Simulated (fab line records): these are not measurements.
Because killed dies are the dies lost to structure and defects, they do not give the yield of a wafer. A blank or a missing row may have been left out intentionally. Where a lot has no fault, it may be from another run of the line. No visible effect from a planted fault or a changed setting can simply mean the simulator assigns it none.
2 desks, one fault || flow berkeleyCmos170 || numbers are kept per desk, each desk with only its own; the story behind them comes last

AT THE METROLOGY DESK
Means of the sampled wafers that have a number, per lot and without regard to the tool the lot ran on: this is what the gauges read. If a lot's mean is further than 4 standard deviations from the usual mean, the lot is out of limits and carries the mark OUT (the distance appears in the brackets). Only the readings that lie furthest out on some lot appear, 7 of the 8 it has.
Columns: A = NWELL_OVL at UCB170_NWELL_OVL_MEAS_12, usual -4 nm; B = NWELL_TW at UCB170_NWELL_TW_MEAS_16, usual 1237; C = PWELL_OXIDE_THK at UCB170_PWELL_THK_MEAS_03, usual 26.2 nm; D = PWELL_NITRIDE_THK at UCB170_PWELL_THK_MEAS_06, usual 219.1 nm; E = PWELL_TW at UCB170_PWELL_TW_MEAS_17, usual 377.7; F = WELLDRIVE_OXIDE_THK at UCB170_WELLDRIVE_THK_MEAS_02, usual 198 nm; G = ACTIVE_OXIDE_THK at UCB170_ACTIVE_THK_MEAS_03, usual 26.1 nm
{"lot": "L546", "first seen here": "day 2 23:37", "A": -4, "B": 1232, "C": 26.6, "D": 217.4, "E": 376.5, "F": 202, "G": 26.2}
{"lot": "L550", "first seen here": "day 3 10:44", "A": -6, "B": 1222, "C": 25.9, "D": 216.7, "E": 378.3, "F": 201, "G": 25.6}
{"lot": "L552", "first seen here": "day 4 01:23", "A": 0, "B": 1232, "C": 26.4, "D": 222.2, "E": 379.5, "F": 199, "G": 26.1}
{"lot": "L560", "first seen here": "day 5 16:36", "A": -1, "B": 1239, "C": 25.6, "D": 220.5, "E": 374.7, "F": 199, "G": 26.4}
{"lot": "L561", "first seen here": "day 5 16:52", "A": 2, "B": 1239, "C": 25.7, "D": 217.5, "E": 382.0, "F": 199, "G": 26.8}
{"lot": "L564", "first seen here": "day 6 13:21", "A": -7, "B": 1227, "C": 26.0, "D": 220.0, "E": 379.6, "F": 199, "G": 25.5}
This desk found nothing out of limits on any of the 6 lots.

AT THE TOOL OWNER'S DESK: furnace-02
The tool's own readings at UCB170_PWELL_OXIDATION_02 (target thk 26.4 nm, ox time 1260 s): means of the sampled wafers that have a number, for each lot that ran on this tool. If a lot's mean is further than 4 standard deviations from the usual mean, the lot is out of limits and carries the mark OUT (the distance appears in the brackets).
Columns: A = spikeTcCentreC at UCB170_PWELL_OXIDATION_02, usual 1002.8 C
{"lot": "L552", "first seen here": "day 4 12:42", "A": 1002.5}
{"lot": "L560", "first seen here": "day 6 02:11", "A": 1002.5}
{"lot": "L561", "first seen here": "day 6 02:11", "A": 1003.6}
This desk found nothing out of limits on any of the 3 lots.

ALL TOGETHER
The metrology desk saw nothing out of limits.
The desk of the tool owner found nothing out of limits.

WHAT THE SIMULATOR PUT IN
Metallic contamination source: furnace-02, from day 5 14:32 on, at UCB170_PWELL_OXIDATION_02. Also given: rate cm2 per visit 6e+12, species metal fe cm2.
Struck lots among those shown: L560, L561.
